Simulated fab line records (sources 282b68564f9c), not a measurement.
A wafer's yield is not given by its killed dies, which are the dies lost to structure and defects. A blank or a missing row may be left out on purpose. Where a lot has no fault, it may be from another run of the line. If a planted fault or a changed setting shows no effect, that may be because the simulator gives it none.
Matching of chambers / flow ritCmos / rieSi-02 running RIT_GATE_ETCH_19: 3 sister chambers
The step etches poly-Si in SF6/CHF3/O2, stops on SiO2, time 165 s, target depth 312.5 nm. 6 wafers are shown with their chamber, then 6 later ones without.

## WAFERS WITH THEIR CHAMBER
wafer=L633.6; chamber=2; drypumpMotorCurrentA (A)=4.8; throttleValvePct (%)=9.94
wafer=L635.6; chamber=3; drypumpMotorCurrentA (A)=6.1; throttleValvePct (%)=10.15
wafer=L637.3; chamber=0; drypumpMotorCurrentA (A)=6.4; throttleValvePct (%)=10.07
wafer=L637.4; chamber=2; drypumpMotorCurrentA (A)=4.8; throttleValvePct (%)=9.96
wafer=L639.3; chamber=0; drypumpMotorCurrentA (A)=6.4; throttleValvePct (%)=10.08
wafer=L639.5; chamber=3; drypumpMotorCurrentA (A)=6.2; throttleValvePct (%)=10.18

## WAFERS MISSING THEIR CHAMBER
wafer=L639.6; drypumpMotorCurrentA (A)=6.4; throttleValvePct (%)=10.07
wafer=L646.2; drypumpMotorCurrentA (A)=4.8; throttleValvePct (%)=9.95
wafer=L646.4; drypumpMotorCurrentA (A)=6.1; throttleValvePct (%)=10.18
wafer=L646.5; drypumpMotorCurrentA (A)=6.1; throttleValvePct (%)=10.19
wafer=L649.3; drypumpMotorCurrentA (A)=6.4; throttleValvePct (%)=10.07
wafer=L649.4; drypumpMotorCurrentA (A)=6.1; throttleValvePct (%)=10.17

## CHAMBER TAKEN BY EACH
wafer=L639.6; from the rows above=0; in truth=0
wafer=L646.2; from the rows above=2; in truth=2
wafer=L646.4; from the rows above=3; in truth=3
wafer=L646.5; from the rows above=3; in truth=3
wafer=L649.3; from the rows above=0; in truth=0
wafer=L649.4; from the rows above=3; in truth=3
Correct placement for 6 of the 6. Left unplaced by these rows: 0. Wrongly placed: 0.
How it was worked out, from the rows above alone: a wafer's distance from a chamber is the root of the sum, over the readings, of the square of ((its reading less the chamber's mean) divided by the reading's scatter). If the next closest chamber is less than 2 further off than the closest, the wafer can't be placed; otherwise it belongs to the closest. For every chamber, the mean is computed from those of its wafers that are shown. How the scatter is found: for the shown wafers, subtract from each reading the mean of its chamber, square and add these, divide the total by (wafers less chambers), then take the root.
